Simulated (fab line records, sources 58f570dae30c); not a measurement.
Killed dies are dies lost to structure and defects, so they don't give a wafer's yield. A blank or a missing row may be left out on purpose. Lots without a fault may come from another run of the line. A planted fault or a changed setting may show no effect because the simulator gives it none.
A struck lot beside a sound one | flow berkeley_cmos170 | 25 steps out of a route of 331
Sound: wafers L601.3, L601.5, L601.6. Struck: wafers L611.2, L611.4, L611.5. The cause comes at the end.
At each step with rows: each side's tool, then ch and its chambers, then its first start. Under that, the readings that differ: sound wafers | struck wafers | difference of the means | sigmas: that difference in standard deviations of wafers without a fault.
alike: readings whose means differ by less than 2 such deviations, and words and numbers that are the same on both sides. not compared: withheld readings, readings that some wafer has no value for, bounds like >300 that may hide the same value, and numbers for which the record gives no deviation and whose values overlap.
The two part at a step that has a row with sigmas, a row that says differs or no value, or rows on one side only. Numbers that don't overlap but have no deviation are shown without sigmas and don't part them. A reading that every wafer of one side lacks parts them only if that side has two wafers or more.

first, 1 step without rows for these wafers: UCB170_PSD_IMPLANT_08.
UCB170_PSD_STRIP_09: strips in O2.
  sound on plasma_asher-03 ch 0,1, day 8 09:52; struck on plasma_asher-04 ch 1, day 10 02:19
  alike: drypump_motor_current_A, oes_product_au, strip_time_to_endpoint_s
  not compared: rf_hours_counter_h
UCB170_PSD_TW_MEAS_10:
  sound on film_metro-02, day 8 09:58; struck on film_metro-02, day 10 02:26
  alike: PSD_TW
then, 7 steps without rows for these wafers: UCB170_PSD_CLEAN_11 (cleans in SPM, time 600 s); UCB170_NSD_HMDS_00 (prime time 60 s); UCB170_NSD_COAT_01 (resist thk 900 nm); UCB170_NSD_SOFTBAKE_02 (time 60 s); UCB170_NSD_EXPOSE_03 (exposes mask NSELECT MOD, target cd 1200 nm); UCB170_NSD_PEB_04; UCB170_NSD_DEVELOP_05 (develop time 45 s).
UCB170_NSD_CD_MEAS_06: target cd 1200 nm.
  sound on cd_sem-02, day 8 11:28; struck on cd_sem-01, day 10 06:51
  alike: cd_nm
UCB170_NSD_OVL_MEAS_07:
  sound on overlay-01, day 8 11:33; struck on overlay-01, day 10 06:58
  alike: NSD_OVL
UCB170_NSD_IMPLANT_08:
  sound on implanter-03 ch 0, day 8 11:38; struck on implanter-04 ch 0, day 10 07:01
  reading                          | sound                         | struck                        | difference | sigmas
  beam_on_s (s)                    | 10.21 9.87 10.30              | 12.93 13.02 13.07             | +2.88      | +13
  dose_ions_cm2                    | 3.003e+15 3.003e+15 3.006e+15 | 5.023e+15 5.027e+15 5.022e+15 | +2.020e+15 | +99 or more
  end_station_pressure_torr (Torr) | 1.23e-05 1.27e-05 1.29e-05    | 1.49e-05 1.45e-05 1.5e-05     | +2.17e-06  | +4
  faraday_current_uA               | 9111 9421 8946                | 11945 11845 11796             | +2703      | +14
UCB170_NSD_STRIP_09: strips in O2.
  sound on plasma_asher-01 ch 0,1, day 8 11:46; struck on plasma_asher-02 ch 0,1, day 10 07:08
  reading                      | sound             | struck            | difference | sigmas
  oes_product_au (a.u.)        | 0.530 0.534 0.534 | 0.504 0.499 0.500 | -0.032     | -7
  strip_time_to_endpoint_s (s) | 35.63 35.60 35.68 | 40.68 40.72 40.71 | +5.07      | +69
  alike: drypump_motor_current_A
  not compared: rf_hours_counter_h
UCB170_NSD_TW_MEAS_10:
  sound on film_metro-02, day 8 11:51; struck on film_metro-04, day 10 07:35
  reading | sound          | struck         | difference | sigmas
  NSD_TW  | 4239 4211 4223 | 4327 4351 4332 | +112       | +3
  not compared: hold
then, 3 steps without rows for these wafers: UCB170_BACKSIDE_HMDS_00 (prime time 60 s); UCB170_BACKSIDE_COAT_01 (resist thk 900 nm); UCB170_BACKSIDE_SOFTBAKE_02 (time 60 s).
UCB170_BACKSIDE_STRIP_03: strips in O2.
  sound on plasma_asher-03 ch 0,1, day 8 12:37; struck on plasma_asher-01 ch 0,1, day 10 09:31
  reading                     | sound       | struck      | difference | sigmas
  drypump_motor_current_A (A) | 4.8 4.8 4.8 | 6.2 6.0 6.2 | +1.3       | +2
  alike: oes_product_au, strip_time_to_endpoint_s
  not compared: rf_hours_counter_h
then, 1 step without rows for these wafers: UCB170_BACKSIDE_CLEAN_04 (cleans in SPM, time 600 s).
UCB170_SDANNEAL_RTA_00: time 10 s.
  sound on rtp_anneal-01 ch 0, day 8 12:52; struck on rtp_anneal-02 ch 0, day 10 10:10
  reading            | sound          | struck         | difference | sigmas
  lamp_power_pct (%) | 19.5 19.5 19.5 | 25.3 25.2 25.3 | +5.8       | +2
  alike: wafer_temp_C_max
UCB170_SDANNEAL_RTA_01: time 5 s.
  sound on rtp_anneal-01 ch 0, day 8 12:56; struck on rtp_anneal-02 ch 0, day 10 10:13
  reading            | sound    | struck   | difference | sigmas
  lamp_power_pct (%) | 30 30 30 | 39 39 39 | +9         | +2
  alike: wafer_temp_C_max
UCB170_SDANNEAL_RS_MEAS_02: measures by four-point-probe.
  sound on film_metro-01, day 8 13:01; struck on film_metro-04, day 10 10:20
  alike: PSD_RS
UCB170_SDANNEAL_RS_MEAS_03: measures by four-point-probe.
  sound on film_metro-01, day 8 13:08; struck on film_metro-04, day 10 10:45
  reading         | sound             | struck            | difference | sigmas
  NSD_RS (ohm/sq) | 37.47 37.36 37.24 | 31.23 31.32 31.24 | -6.09      | -77
  not compared: hold
UCB170_M3_PROBE_99:
  the record has rows for the sound wafers here (prober-02, day 9 16:13) and none for the struck ones

WHERE THEY PART
First at UCB170_NSD_IMPLANT_08; last, within this record, at UCB170_M3_PROBE_99.

WHY: what the simulator had put in
Process parameter drift: implanter-04, from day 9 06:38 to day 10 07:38, at UCB170_NSD_IMPLANT_08. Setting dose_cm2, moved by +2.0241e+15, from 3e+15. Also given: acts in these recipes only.
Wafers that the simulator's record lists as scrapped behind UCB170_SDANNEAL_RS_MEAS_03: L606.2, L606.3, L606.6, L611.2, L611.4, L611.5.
